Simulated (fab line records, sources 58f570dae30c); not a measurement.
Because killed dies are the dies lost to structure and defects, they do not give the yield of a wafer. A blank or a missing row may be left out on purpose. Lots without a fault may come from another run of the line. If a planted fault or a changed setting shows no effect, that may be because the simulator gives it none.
fab line records	flow berkeley_cmos170
[record] lots = 14	wafers = 42	last_day = 13
route steps=331 shown ZERO@13 PWELL@47 SDANNEAL@204
lots untouched by any fault: they come from a run of this same line in which no faults occurred
start_h: start of the lot's first displayed wafer, in hours after the record's first day	wait_h: hours elapsed since this lot's preceding step	" same as the row above	L1.1+2: one row covering several wafers at once	- either no value or no given start	* or withheld: withheld	< > ~ a bound
route shown NAME@n: NAME is a module with steps in the file, n the number in the route of the first one	usual: mean/standard deviation of fault-free wafers	same: alike in all rows	chamber/n: place in a boat	sites: each site's reading	_std_site: standard deviation across them	_edge_site: the outer-site mean with the inner-site mean subtracted	radius_mm: how far each site lies from the wafer's centre	mask NAME#n: copy n	behind: the last tool/chamber to shape the wafer	hold: why the lot went on hold/how many hours it stayed there/how the hold came to an end	device: whichever transistor did not switch (one of n, p or np)	end of line: the route-end tests of the same wafers	for a step that has no rows: nothing shown but its recipe	killed: not the wafer's yield, but the dies lost to structure and defects at the first sort	map: dies across one wafer; x = killed, . = not, _ = none there
set.NAME: the setting the step ran with; set.NAME@STEP: the setting that earlier step ran with	model.NAME: the simulator's own value behind a step, which no gauge read
route steps across a sampled set of lots; one table per step, one row per wafer
services: from which hour (start_h, from the record's first day; less than 0 if before it) a tool's chamber was out of use, for how many hours, and why
[[steps]]
[step UCB170_ZERO_STRIP_07]
[recipe] chemistry = O2	power_w = 400	pressure_mtorr = 3500	platen_temp_c = withheld	o2_flow_sccm = 400	overash_fraction = 0.5
[usual] drypump_motor_current_A = 5.6/0.44	o2_flow_sccm = 400.2/1.4	oes_product_au = 0.728/0.0046	strip_time_to_endpoint_s = 21.49/0.055
lot.wafer	tool	chamber	start_h	wait_h	drypump_motor_current_A	o2_flow_sccm	oes_product_au	rf_hours_counter_h	strip_time_to_endpoint_s
L719.2	plasma_asher-04	1	23.09	0.0	5.9	399.4	0.724	22	21.50
L719.3	"	0	"	"	5.7	399.7	0.722	-	21.41
L719.4	"	1	"	"	6.0	400.9	0.726	-	21.44
L720.2	plasma_asher-01	1	29.36	0.0	6.0	400.3	0.723	31	21.48
L720.5	"	1	"	"	6.0	401.1	0.730	-	21.52
L720.6	"	0	"	"	6.0	400.9	0.725	-	21.65
L721.1	plasma_asher-03	1	29.63	0.0	5.6	400.9	0.731	29	21.53
L721.3	"	0	"	"	4.8	398.4	0.726	-	21.52
L721.6	"	0	"	"	4.8	401.1	0.733	-	21.54
L722.1	plasma_asher-01	0	37.56	0.0	6.0	402.4	0.735	32	21.44
L722.2	"	1	"	"	6.0	398.7	0.730	32	21.50
L722.6	"	0	"	"	6.0	400.4	0.725	-	21.50
L723.2	plasma_asher-03	0	40.03	0.0	4.8	401.0	0.720	30	21.49
L723.4	"	0	"	"	4.8	399.7	0.724	-	21.39
L723.6	"	0	"	"	4.8	397.8	0.728	-	21.45
L724.1	plasma_asher-04	1	49.08	0.0	6.0	399.6	0.718	24	21.46
L724.2	"	0	"	"	5.6	401.1	0.715	24	21.48
L724.4	"	1	"	"	6.0	399.9	0.730	-	21.49
L726.2	plasma_asher-03	1	57.77	0.0	5.6	398.3	0.722	32	21.50
L726.3	"	1	"	"	5.6	399.5	0.727	-	21.48
L726.5	"	0	"	"	4.8	399.8	0.719	-	21.47
L727.1	plasma_asher-01	1	63.11	0.0	6.0	401.5	0.729	35	21.48
L727.4	"	0	"	"	6.0	399.4	0.722	-	21.54
L727.6	"	0	"	"	6.0	400.1	0.723	-	21.56
L728.1	plasma_asher-03	0	67.35	0.0	4.8	399.8	0.728	33	21.60
L728.2	"	1	"	"	5.6	397.8	0.729	33	21.45
L728.3	"	0	"	"	4.8	399.3	0.731	-	21.48
L732.3	plasma_asher-04	1	91.10	0.0	6.0	401.6	0.728	-	21.50
L732.5	"	0	"	"	5.6	400.7	0.732	-	21.55
L732.6	"	1	"	"	6.0	400.7	0.736	-	21.46
L733.1	plasma_asher-03	0	91.13	0.0	4.8	320.4	0.709	35	22.17
L733.5	"	1	"	"	5.6	319.5	0.708	-	22.19
L733.6	"	0	"	"	4.8	320.2	0.710	-	22.21
L738.3	plasma_asher-03	1	121.37	0.0	5.6	319.7	0.709	-	22.17
L738.4	"	0	"	"	4.8	319.9	0.712	-	22.22
L738.5	"	0	"	"	4.8	318.9	0.710	-	22.24
L739.2	plasma_asher-01	0	125.77	0.0	5.9	401.3	0.729	41	21.53
L739.3	"	1	"	"	6.0	401.6	0.720	-	21.44
L739.6	"	1	"	"	6.0	399.1	0.729	-	21.52
L741.2	plasma_asher-01	0	130.31	0.0	6.0	399.5	0.723	42	21.47
L741.5	"	1	"	"	6.0	399.5	0.727	-	21.46
L741.6	"	0	"	"	6.0	400.4	0.718	-	21.45
[step UCB170_PWELL_OVL_MEAS_13]
[usual] PWELL_OVL = 1/4.7
lot.wafer	tool	chamber	start_h	wait_h	PWELL_OVL[nm]
L719.2	overlay-02	-	57.20	-	1
L719.3	"	-	"	"	0
L719.4	"	-	"	"	0
L721.1	overlay-02	-	66.77	-	3
L721.3	"	-	"	"	7
L721.6	"	-	"	"	0
L720.2	overlay-02	-	67.05	-	3
L720.5	"	-	"	"	2
L720.6	"	-	"	"	6
L723.2	overlay-02	-	75.79	-	0
L723.4	"	-	"	"	-3
L723.6	"	-	"	"	-4
L722.1	overlay-02	-	75.93	-	3
L722.2	"	-	"	"	3
L722.6	"	-	"	"	3
L726.2	overlay-02	-	93.28	-	8
L726.3	"	-	"	"	6
L726.5	"	-	"	"	3
L724.1	overlay-01	-	93.55	-	1
L724.2	"	-	"	"	-3
L724.4	"	-	"	"	-3
L727.1	overlay-01	-	94.11	-	6
L727.4	"	-	"	"	4
L727.6	"	-	"	"	7
L728.1	overlay-01	-	102.13	-	2
L728.2	"	-	"	"	2
L728.3	"	-	"	"	1
L732.3	overlay-02	-	128.24	-	0
L732.5	"	-	"	"	7
L732.6	"	-	"	"	7
L733.1	overlay-01	-	128.95	-	0
L733.5	"	-	"	"	2
L733.6	"	-	"	"	0
L738.3	overlay-01	-	155.25	-	2
L738.4	"	-	"	"	2
L738.5	"	-	"	"	5
L741.2	overlay-02	-	168.07	-	1
L741.5	"	-	"	"	4
L741.6	"	-	"	"	4
L739.2	overlay-01	-	168.15	-	5
L739.3	"	-	"	"	10
L739.6	"	-	"	"	11
[step UCB170_SDANNEAL_RTA_00]
[recipe] temp_c = 900	time_s = 10	ambient = N2
[usual] lamp_power_pct = 26.2/1.5	wafer_temp_C_max = 904.4/1.6
lot.wafer	tool	chamber	start_h	wait_h	lamp_power_pct	wafer_temp_C_max
L719.2	rtp_anneal-01	0	165.86	0.0	24.6	903.2
L719.3	"	0	"	"	24.5	902.6
L719.4	"	0	"	"	24.6	902.4
L721.1	rtp_anneal-02	0	181.17	0.0	27.6	906.6
L721.3	"	0	"	"	27.6	904.8
L721.6	"	0	"	"	27.6	904.9
L720.2	rtp_anneal-01	0	181.42	0.0	24.6	902.6
L720.5	"	0	"	"	24.6	903.1
L720.6	"	0	"	"	24.6	903.5
L723.2	rtp_anneal-02	0	197.86	0.0	27.6	905.6
L723.4	"	0	"	"	27.5	906.3
L723.6	"	0	"	"	27.5	906.2
L722.1	rtp_anneal-01	0	198.22	0.0	24.6	902.7
L722.2	"	0	"	"	24.6	902.6
L722.6	"	0	"	"	24.6	902.9
L726.2	rtp_anneal-02	0	198.23	0.0	27.6	905.9
L726.3	"	0	"	"	27.6	906.0
L726.5	"	0	"	"	27.6	904.3
L724.1	rtp_anneal-01	0	199.81	0.0	24.6	902.6
L724.2	"	0	"	"	24.6	902.4
L724.4	"	0	"	"	24.6	902.0
L727.1	rtp_anneal-02	0	199.81	0.0	27.6	905.1
L727.4	"	0	"	"	27.6	905.3
L727.6	"	0	"	"	27.5	906.1
L728.1	rtp_anneal-01	0	215.35	0.0	24.6	902.9
L728.2	"	0	"	"	24.6	903.1
L728.3	"	0	"	"	24.6	902.8
L733.1	rtp_anneal-01	0	239.08	0.0	24.6	904.1
L733.5	"	0	"	"	24.6	903.5
L733.6	"	0	"	"	24.6	903.1
L732.3	rtp_anneal-02	0	239.27	0.0	27.6	906.0
L732.5	"	0	"	"	27.6	905.2
L732.6	"	0	"	"	27.6	905.0
L738.3	rtp_anneal-02	0	258.65	0.0	27.6	907.7
L738.4	"	0	"	"	27.6	905.7
L738.5	"	0	"	"	27.5	904.8
L741.2	rtp_anneal-02	0	274.42	0.0	27.6	906.0
L741.5	"	0	"	"	27.5	903.6
L741.6	"	0	"	"	27.6	905.0
L739.2	rtp_anneal-02	0	274.93	0.0	27.6	905.5
L739.3	"	0	"	"	27.6	905.3
L739.6	"	0	"	"	27.5	906.0
[step UCB170_SDANNEAL_RTA_01]
[recipe] temp_c = 1050	time_s = 5	ambient = N2
[usual] lamp_power_pct = 40.5/2.3	wafer_temp_C_max = 1055.1/2
lot.wafer	tool	chamber	start_h	wait_h	lamp_power_pct	wafer_temp_C_max
L719.2	rtp_anneal-01	0	165.93	0.1	38.0	1054.0
L719.3	"	0	"	"	38.0	1053.3
L719.4	"	0	"	"	38.0	1054.5
L721.1	rtp_anneal-02	0	181.24	0.1	42.6	1056.3
L721.3	"	0	"	"	42.5	1057.7
L721.6	"	0	"	"	42.5	1055.9
L720.2	rtp_anneal-01	0	181.49	0.1	38.0	1053.5
L720.5	"	0	"	"	38.0	1054.2
L720.6	"	0	"	"	38.0	1053.6
L723.2	rtp_anneal-02	0	197.92	0.1	42.5	1053.4
L723.4	"	0	"	"	42.6	1056.2
L723.6	"	0	"	"	42.6	1056.2
L722.1	rtp_anneal-01	0	198.29	0.1	38.0	1053.7
L722.2	"	0	"	"	37.9	1054.3
L722.6	"	0	"	"	37.9	1053.0
L726.2	rtp_anneal-02	0	198.30	0.1	42.6	1057.7
L726.3	"	0	"	"	42.5	1054.9
L726.5	"	0	"	"	42.5	1055.4
L724.1	rtp_anneal-01	0	199.88	0.1	38.0	1054.1
L724.2	"	0	"	"	38.0	1051.9
L724.4	"	0	"	"	38.0	1053.1
L727.1	rtp_anneal-02	0	199.88	0.1	42.6	1057.2
L727.4	"	0	"	"	42.5	1057.3
L727.6	"	0	"	"	42.6	1057.4
L728.1	rtp_anneal-01	0	215.42	0.1	38.0	1052.6
L728.2	"	0	"	"	37.9	1053.3
L728.3	"	0	"	"	38.0	1053.2
L733.1	rtp_anneal-01	0	239.14	0.1	38.0	1052.5
L733.5	"	0	"	"	38.0	1053.2
L733.6	"	0	"	"	38.0	1051.8
L732.3	rtp_anneal-02	0	239.34	0.1	42.6	1056.1
L732.5	"	0	"	"	42.6	1055.4
L732.6	"	0	"	"	42.6	1060.3
L738.3	rtp_anneal-02	0	258.71	0.1	42.6	1056.7
L738.4	"	0	"	"	42.5	1057.8
L738.5	"	0	"	"	42.6	1056.4
L741.2	rtp_anneal-02	0	274.49	0.1	42.6	1056.3
L741.5	"	0	"	"	42.6	1055.8
L741.6	"	0	"	"	42.6	1054.4
L739.2	rtp_anneal-02	0	275.00	0.1	42.5	1056.2
L739.3	"	0	"	"	42.6	1057.1
L739.6	"	0	"	"	42.5	1059.9
[[services]]
tool	chamber	start_h	hours	kind
rtp_anneal-02	-	20.84	4.3	pm
plasma_asher-03	-	79.99	0.4	repair
plasma_asher-03	-	87.04	0.8	repair
rtp_anneal-01	-	96.37	2.9	pm
plasma_asher-03	-	108.81	9.0	pm
plasma_asher-03	0	108.81	9.0	vent_cycle
plasma_asher-03	1	108.81	9.0	vent_cycle
plasma_asher-03	0	117.81	-	clean
plasma_asher-03	1	117.81	-	clean
rtp_anneal-02	-	123.87	0.9	pm
plasma_asher-03	-	152.87	0.6	repair
plasma_asher-03	-	233.96	5.4	repair
plasma_asher-04	-	238.41	0.7	repair
[[key]]
[first_sign] step = UCB170_ZERO_STRIP_07	reading = o2_flow_sccm	direction = down	sigmas = 59	usual = 400.2	struck = 319.8
[effect] step = UCB170_ZERO_STRIP_07	reading = strip_time_to_endpoint_s	direction = up	sigmas = 13	usual = *	struck = *
met_at UCB170_ZERO_STRIP_07
struck_lots L733,L738
sort_left_out L733.1,L733.5,L733.6
tester_left_out L733,L738
not_acting_at UCB170_PWELL_OVL_MEAS_13,UCB170_SDANNEAL_RTA_00,UCB170_SDANNEAL_RTA_01
onset_between 67.35 91.13
[fault] kind = process_parameter_drift	tool = plasma_asher-03	chamber = -	onset_h = 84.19	steps = UCB170_ZERO_STRIP_07	channel = o2_flow_sccm	offset = -80	shape = step	end_h = 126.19	acts_in = these_recipes_only	stated = 400
// tester_left_out: of these lots the tester's yield and bins aren't shown, on N5 and GAA mostly nor the transistor test; their killed dies are dies lost to structure and defects alone, not to doping, threshold or leakage, so they don't give the yield
// sort_left_out: the simulated sort isn't trusted on such a fault, so these wafers' sort isn't shown, and their yield isn't known
